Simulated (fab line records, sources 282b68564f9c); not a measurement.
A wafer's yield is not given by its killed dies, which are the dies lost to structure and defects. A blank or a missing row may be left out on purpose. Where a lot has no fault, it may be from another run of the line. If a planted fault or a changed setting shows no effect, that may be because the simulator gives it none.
Shared-tool check / flow rit-cmos / 13 lots and 39 wafers in the sample

REASON IT WAS OPENED
At RIT_PLDD_TW_MEAS_10 the reading PLDD_TW is flagged on 1 of 13 lots. Fault-free wafers read 2325, with a standard deviation of 20.
Rule: a lot is flagged when every wafer of it that has a number lies more than 4 standard deviations from that mean, or none has a number. The other lots count as sound.

lot=L787; measured=day 3 05:36; on=film-metro-03; PLDD_TW, wafer by wafer=2353 2348 2354; flag=
lot=L789; measured=day 3 15:54; on=film-metro-04; PLDD_TW, wafer by wafer=2333 2318 2324; flag=
lot=L791; measured=day 4 01:58; on=film-metro-03; PLDD_TW, wafer by wafer=2344 2350 2327; flag=
lot=L792; measured=day 4 06:01; on=film-metro-04; PLDD_TW, wafer by wafer=2339 2337 2344; flag=
lot=L793; measured=day 4 10:43; on=film-metro-04; PLDD_TW, wafer by wafer=2333 2350 2333; flag=
lot=L794; measured=day 4 16:52; on=film-metro-02; PLDD_TW, wafer by wafer=2303 2282 2298; flag=
lot=L795; measured=day 4 21:17; on=film-metro-02; PLDD_TW, wafer by wafer=2317 2307 2302; flag=
lot=L797; measured=day 5 08:32; on=film-metro-02; PLDD_TW, wafer by wafer=30 30 30; flag=FLAGGED
lot=L803; measured=day 6 14:43; on=film-metro-04; PLDD_TW, wafer by wafer=2328 2326 2333; flag=
lot=L805; measured=day 7 00:16; on=film-metro-03; PLDD_TW, wafer by wafer=2333 2352 2340; flag=
lot=L806; measured=day 7 03:57; on=film-metro-04; PLDD_TW, wafer by wafer=2333 2343 2335; flag=
lot=L807; measured=day 7 09:50; on=film-metro-04; PLDD_TW, wafer by wafer=2345 2338 2348; flag=
lot=L808; measured=day 7 13:38; on=film-metro-02; PLDD_TW, wafer by wafer=2313 2306 2304; flag=
On average the flagged lots read 30, which is -2295 against the usual, or -99 or more standard deviations.

TOOL THAT RAN EACH LOT
2 process steps preceding the reading are held in the record, out of 202 steps in the route. In each cell: the tool, then ch and the chambers that the sampled wafers went through, then the start.
lot=L787; flag=; RIT_NRETRO_STRIP_09=plasma-asher-01 ch 0,1, day 2 16:19; RIT_PLDD_EXPOSE_03=iline-stepper-01 ch 0, day 3 04:41
lot=L789; flag=; RIT_NRETRO_STRIP_09=plasma-asher-04 ch 0,1, day 3 01:40; RIT_PLDD_EXPOSE_03=iline-stepper-02 ch 0, day 3 15:00
lot=L791; flag=; RIT_NRETRO_STRIP_09=plasma-asher-04 ch 0, day 3 12:53; RIT_PLDD_EXPOSE_03=iline-stepper-02 ch 0, day 4 01:03
lot=L792; flag=; RIT_NRETRO_STRIP_09=plasma-asher-02 ch 0,1, day 3 16:40; RIT_PLDD_EXPOSE_03=iline-stepper-01 ch 0, day 4 05:06
lot=L793; flag=; RIT_NRETRO_STRIP_09=plasma-asher-02 ch 0,1, day 3 21:32; RIT_PLDD_EXPOSE_03=iline-stepper-02 ch 0, day 4 09:49
lot=L794; flag=; RIT_NRETRO_STRIP_09=plasma-asher-04 ch 0,1, day 4 02:26; RIT_PLDD_EXPOSE_03=iline-stepper-01 ch 0, day 4 15:58
lot=L795; flag=; RIT_NRETRO_STRIP_09=plasma-asher-02 ch 0,1, day 4 07:28; RIT_PLDD_EXPOSE_03=iline-stepper-01 ch 0, day 4 20:23
lot=L797; flag=FLAGGED; RIT_NRETRO_STRIP_09=plasma-asher-01 ch 0,1, day 4 18:25; RIT_PLDD_EXPOSE_03=iline-stepper-01 ch 0, day 5 07:38
lot=L803; flag=; RIT_NRETRO_STRIP_09=plasma-asher-02 ch 0,1, day 6 00:26; RIT_PLDD_EXPOSE_03=iline-stepper-02 ch 0, day 6 13:49
lot=L805; flag=; RIT_NRETRO_STRIP_09=plasma-asher-04 ch 0,1, day 6 11:02; RIT_PLDD_EXPOSE_03=iline-stepper-01 ch 0, day 6 23:23
lot=L806; flag=; RIT_NRETRO_STRIP_09=plasma-asher-02 ch 0,1, day 6 15:05; RIT_PLDD_EXPOSE_03=iline-stepper-01 ch 0, day 7 02:56
lot=L807; flag=; RIT_NRETRO_STRIP_09=plasma-asher-01 ch 0,1, day 6 20:17; RIT_PLDD_EXPOSE_03=iline-stepper-01 ch 0, day 7 08:56
lot=L808; flag=; RIT_NRETRO_STRIP_09=plasma-asher-02 ch 0,1, day 7 00:22; RIT_PLDD_EXPOSE_03=iline-stepper-01 ch 0, day 7 12:43
What the steps here do:
- RIT_NRETRO_STRIP_09: strips in O2, time 180 s.
- RIT_PLDD_EXPOSE_03: exposes mask M8, target cd 40900 nm.
- RIT_PLDD_TW_MEAS_10

FLAGGED AGAINST TOTAL, ONE TOOL AT A TIME (gauges that did the reading follow at the end)
step=RIT_NRETRO_STRIP_09; tool=plasma-asher-01; lots run=3; flagged=1; share of the flagged lots=all; sound lots run after its first flagged lot=1 (L807)
step=RIT_NRETRO_STRIP_09; tool=plasma-asher-02; lots run=6; flagged=0; share of the flagged lots=none; sound lots run after its first flagged lot=-
step=RIT_NRETRO_STRIP_09; tool=plasma-asher-04; lots run=4; flagged=0; share of the flagged lots=none; sound lots run after its first flagged lot=-
step=RIT_PLDD_EXPOSE_03; tool=iline-stepper-01; lots run=9; flagged=1; share of the flagged lots=all; sound lots run after its first flagged lot=4 (L805,L806,L807,L808)
step=RIT_PLDD_EXPOSE_03; tool=iline-stepper-02; lots run=4; flagged=0; share of the flagged lots=none; sound lots run after its first flagged lot=-
step=RIT_PLDD_TW_MEAS_10; tool=film-metro-02; lots run=4; flagged=1; share of the flagged lots=all; sound lots run after its first flagged lot=1 (L808)
step=RIT_PLDD_TW_MEAS_10; tool=film-metro-03; lots run=3; flagged=0; share of the flagged lots=none; sound lots run after its first flagged lot=-
step=RIT_PLDD_TW_MEAS_10; tool=film-metro-04; lots run=6; flagged=0; share of the flagged lots=none; sound lots run after its first flagged lot=-

WHAT THE TABLE PERMITS
plasma-asher-01 at RIT_NRETRO_STRIP_09, iline-stepper-01 at RIT_PLDD_EXPOSE_03 and film-metro-02 at RIT_PLDD_TW_MEAS_10: these 3 rows of the table ran every flagged lot.
- plasma-asher-01 at RIT_NRETRO_STRIP_09 ran 3 lots, 1 of them flagged. Lots that were sound ran on it after the first flagged one (L807); a persistent fault on the entire tool would not allow that.
- iline-stepper-01 at RIT_PLDD_EXPOSE_03 ran 9 lots, 1 of them flagged. Lots that were sound ran on it after the first flagged one (L805, L806, L807, L808); a persistent fault on the entire tool would not allow that.
- film-metro-02 at RIT_PLDD_TW_MEAS_10 ran 4 lots, 1 of them flagged. Lots that were sound ran on it after the first flagged one (L808); a persistent fault on the entire tool would not allow that.
There is no row in the table that ran each flagged lot and no sound lot after the first.

WHAT THE SIMULATOR PUT IN
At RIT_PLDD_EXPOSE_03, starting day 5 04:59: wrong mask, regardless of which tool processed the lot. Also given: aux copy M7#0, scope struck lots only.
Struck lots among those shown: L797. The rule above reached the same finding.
